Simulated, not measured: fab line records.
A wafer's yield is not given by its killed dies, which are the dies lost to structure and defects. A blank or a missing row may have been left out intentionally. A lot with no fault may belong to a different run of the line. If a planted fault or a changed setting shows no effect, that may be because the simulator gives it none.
Which tool is to blame? + flow rit_cmos + 14 lots, 42 wafers sampled, at 2 steps of a route of 202

WHAT THE GAUGES READ, wafer by wafer
The record holds no reading of a measuring or inspecting step that can be judged against a usual standard deviation.

WHICH TOOL RAN EACH LOT (tool, then ch and the chambers of the sampled wafers, then the start)
| lot  | RIT_CONTACT_ETCH_11               | RIT_M1_PROBE_99        |
|------|-----------------------------------|------------------------|
| L403 | rie_diel-02 ch 0,1, day 3 09:14   | -                      |
| L406 | rie_diel-02 ch 0,2,3, day 3 22:02 | prober-01, day 4 03:11 |
| L407 | rie_diel-04 ch 0,1,2, day 4 02:53 | -                      |
| L408 | rie_diel-03 ch 0,3, day 4 07:57   | prober-01, day 4 12:55 |
| L409 | rie_diel-03 ch 0,1,3, day 4 11:47 | -                      |
| L410 | rie_diel-04 ch 0,1,3, day 4 16:14 | -                      |
| L412 | rie_diel-03 ch 0,1, day 5 03:29   | -                      |
| L416 | rie_diel-02 ch 0,1,2, day 5 21:53 | -                      |
| L418 | rie_diel-04 ch 0,1,3, day 6 17:34 | prober-01, day 6 22:44 |
| L422 | rie_diel-04 ch 0,1,2, day 7 17:07 | prober-01, day 7 22:11 |
| L423 | rie_diel-02 ch 0,2,3, day 7 17:28 | -                      |
| L424 | rie_diel-02 ch 1,2,3, day 7 21:43 | prober-01, day 8 02:41 |
| L425 | rie_diel-03 ch 0,1, day 8 01:44   | prober-02, day 8 06:45 |
| L426 | rie_diel-03 ch 0,2,3, day 8 06:01 | prober-01, day 8 10:56 |
- RIT_CONTACT_ETCH_11: etches SiO2 in CHF3/CF4/Ar, stops on TiSi2, target depth 480 nm, time 320 s.
- RIT_M1_PROBE_99

WHAT THE TOOLS THEMSELVES READ (means of the sampled wafers that have a number; where no wafer has one, the mark that the record gives instead)
RIT_CONTACT_ETCH_11. Usual: cf4_flow_sccm 10.002 sccm, standard deviation 0.028; drypump_motor_current_A 5.7 A, standard deviation 0.41; oes_product_au 0.984 a.u., standard deviation 0.013; throttle_valve_pct 8.86 %, standard deviation 0.17.
| lot  | tool        | cf4_flow_sccm (sccm) | drypump_motor_current_A (A) | oes_product_au (a.u.) | throttle_valve_pct (%) | flag |
|------|-------------|----------------------|-----------------------------|-----------------------|------------------------|------|
| L403 | rie_diel-02 | 10.002               | 5.3                         | 0.989                 | 8.81                   |      |
| L406 | rie_diel-02 | 9.990                | 5.4                         | 0.983                 | 8.72                   |      |
| L407 | rie_diel-04 | 9.985                | 6.0                         | 0.977                 | 8.78                   |      |
| L408 | rie_diel-03 | 9.991                | 5.9                         | 0.971                 | 9.07                   |      |
| L409 | rie_diel-03 | 10.008               | 5.9                         | 0.979                 | 9.04                   |      |
| L410 | rie_diel-04 | 10.012               | 6.0                         | 0.990                 | 8.89                   |      |
| L412 | rie_diel-03 | 10.018               | 5.9                         | 0.973                 | 9.10                   |      |
| L416 | rie_diel-02 | 9.983                | 5.4                         | 0.986                 | 8.75                   |      |
| L418 | rie_diel-04 | 9.965                | 6.0                         | 0.989                 | 8.89                   |      |
| L422 | rie_diel-04 | 10.028               | 6.0                         | 0.977                 | 8.78                   |      |
| L423 | rie_diel-02 | 10.026               | 5.4                         | 0.976                 | 8.73                   |      |
| L424 | rie_diel-02 | 10.009               | 5.5                         | 0.990                 | 8.84                   |      |
| L425 | rie_diel-03 | 10.026               | 5.9                         | 0.985                 | 9.08                   |      |
| L426 | rie_diel-03 | 10.000               | 6.1                         | 0.979                 | 8.93                   |      |

RIT_M1_PROBE_99. Usual: killed_at_contacts 0.0, standard deviation 0.2; killed_at_front_end 6.6, standard deviation 2.8; killed_dies 6.6, standard deviation 2.8; killed_on_rim 1.8, standard deviation 1.2; killed_open 3.3, standard deviation 1.9; killed_short 3.2, standard deviation 1.8.
| lot  | tool      | killed_at_contacts | killed_at_front_end | killed_dies | killed_on_rim | killed_open | killed_short | flag |
|------|-----------|--------------------|---------------------|-------------|---------------|-------------|--------------|------|
| L406 | prober-01 | 0.0                | 7.0                 | 7.0         | 1.0           | 3.7         | 3.3          |      |
| L408 | prober-01 | 0.0                | 9.0                 | 9.0         | 2.7           | 4.3         | 4.7          |      |
| L418 | prober-01 | 84.7               | 5.3                 | 90.0        | 24.3          | 2.7         | 2.7          | OFF  |
| L422 | prober-01 | 87.3               | 6.0                 | 93.3        | 24.7          | 2.7         | 3.7          | OFF  |
| L424 | prober-01 | 0.0                | 8.3                 | 8.3         | 2.0           | 3.7         | 4.0          |      |
| L425 | prober-02 | 0.0                | 6.7                 | 6.7         | 2.3           | 3.0         | 3.7          |      |
| L426 | prober-01 | 0.0                | 3.3                 | 3.3         | 0.3           | 1.7         | 1.7          |      |

THE ANSWER, worked out from the rows above alone
Rule: take the mean of a lot's wafers that have a number; if it is more than 3 standard deviations from the usual mean, the lot is off. Also off: a lot with no number at a reading for which 4 or more lots have one. The other lots that the step has rows for count as sound. Order of review: gauges by route order, followed by the tools' own readings, for which a lot's mean as printed above is used. The first step at which some lot is off is used, and at that step the reading that is off furthest; a lot without a number counts as furthest.
Off: L418, L422, at RIT_M1_PROBE_99 (killed_at_contacts). Neither off nor sound, because the step has no rows for them: L403, L407, L409, L410, L412, L416, L423.
If a tool, at that step or one of the process steps before it, ran each lot that is off and ran no sound lot following the first of them, it fits. One fits: rie_diel-04 at RIT_CONTACT_ETCH_11. It ran no sound lot before its first lot that is off in this sample, so the start can't be narrowed down.

WHAT THE SIMULATOR HAD PUT IN
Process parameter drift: rie_diel-04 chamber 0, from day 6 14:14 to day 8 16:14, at RIT_CONTACT_ETCH_11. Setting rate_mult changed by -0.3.
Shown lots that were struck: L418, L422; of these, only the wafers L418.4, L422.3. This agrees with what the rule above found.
